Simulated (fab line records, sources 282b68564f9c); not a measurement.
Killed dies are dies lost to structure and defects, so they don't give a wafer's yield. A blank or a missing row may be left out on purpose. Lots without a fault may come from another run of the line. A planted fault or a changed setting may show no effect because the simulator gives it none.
Problem report in the 8D (eight disciplines) form, filled by code | flow rit_cmos | the parts of the form that need people (team, actions taken, sign-off) are left out

1. THE PROBLEM
PSD_RS at RIT_SDANNEAL_RS_MEAS_04 reads a mean of 96.18 ohm/sq on 3 wafers of 1 lot; wafers without a fault read 115.55 ohm/sq with a standard deviation of 0.27. That is -72 standard deviations from the usual mean.
The step: measures by four-point-probe.
First seen on wafer L885.1, day 5 07:02, on film_metro-01. The record holds 39 wafers of 13 lots with a number at this step. Rule for "out", or "out of limits": more than 4 standard deviations from the usual mean. The other wafers with a number count as sound.

2. WHAT IT IS AND WHAT IT IS NOT
question                    | is                     | is not
which readings at this step | PSD_RS                 | -
which lots                  | L885                   | L876, L877, L878, L879, L880, L881, L882, L883, L890, L892, L894, L896
which wafers of those lots  | all that have a number | -
read on which gauges        | film_metro-01          | film_metro-02, film_metro-03
when                        | from day 5 07:02       | up to then (24 sound wafers); but 12 sound wafers of L890, L892, L894, L896 came after

3. SUSPECTS, AND WHAT RULES EACH OUT
Counting: a tool at a process step up to the reading stays a suspect if it ran every lot that is out and no sound lot after the first of them.
- the gauge at RIT_SDANNEAL_RS_MEAS_04: kept. All the wafers that are out were read on film_metro-01, and no step on other tools shows them out.
- rtp_anneal-01 at RIT_SDANNEAL_RTA_03 (time 5 s): kept. It ran the lot that is out, L885 (day 5 06:58), and no sound lot after that; its last sound lot up to then is L883 (day 4 17:07).
Left after counting: rtp_anneal-01 at RIT_SDANNEAL_RTA_03, film_metro-01 at RIT_SDANNEAL_RS_MEAS_04.

4. THE CAUSE (what the simulator had put in)
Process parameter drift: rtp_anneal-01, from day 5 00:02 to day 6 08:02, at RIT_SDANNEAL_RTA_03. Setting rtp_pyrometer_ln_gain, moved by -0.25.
Counting left 2 suspects, and this tool is among them.

5. THE CHAIN OF EFFECTS, in route order
Each row: a reading whose mean over the struck wafers that have a number lies more than 3 standard deviations from the usual. Only readings for which the record gives a usual standard deviation are gone through. hours: the time from each lot's start at the first step in this table that gives one to its start at this step, as a median over the lots. sigmas: the change in usual standard deviations.
hours | step                    | reading | usual         | on struck wafers | change | sigmas
0     | RIT_SDANNEAL_RS_MEAS_04 | PSD_RS  | 115.55 ohm/sq | 96.18            | -19.37 | -72
0     | RIT_SDANNEAL_RS_MEAS_05 | NSD_RS  | 86.0 ohm/sq   | 84.7             | -1.3   | -4.0
0     | RIT_SDANNEAL_RS_MEAS_06 | PLDD_RS | 178.6 ohm/sq  | 162.1            | -16.5  | -33
Later measuring or inspecting steps at which every struck wafer that the step has a row for has a number for every such reading, and none has moved that far: RIT_CONTACT_THK_MEAS_01.

6. WHAT WOULD HAVE CAUGHT IT SOONER
In this record the first reading out of limits at a measuring or inspecting step was taken at day 5 07:02, 7 hours after the fault began at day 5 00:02.
Of the tool readings at RIT_SDANNEAL_RTA_03 for which the record gives a usual standard deviation, none was out on any struck wafer, so an alarm limit of 4 standard deviations on them would not have fired.
All the lots that are out (1) had begun RIT_SDANNEAL_RTA_03 on rtp_anneal-01 by day 5 07:02. A hold on the tool at that time would have spared none of them.
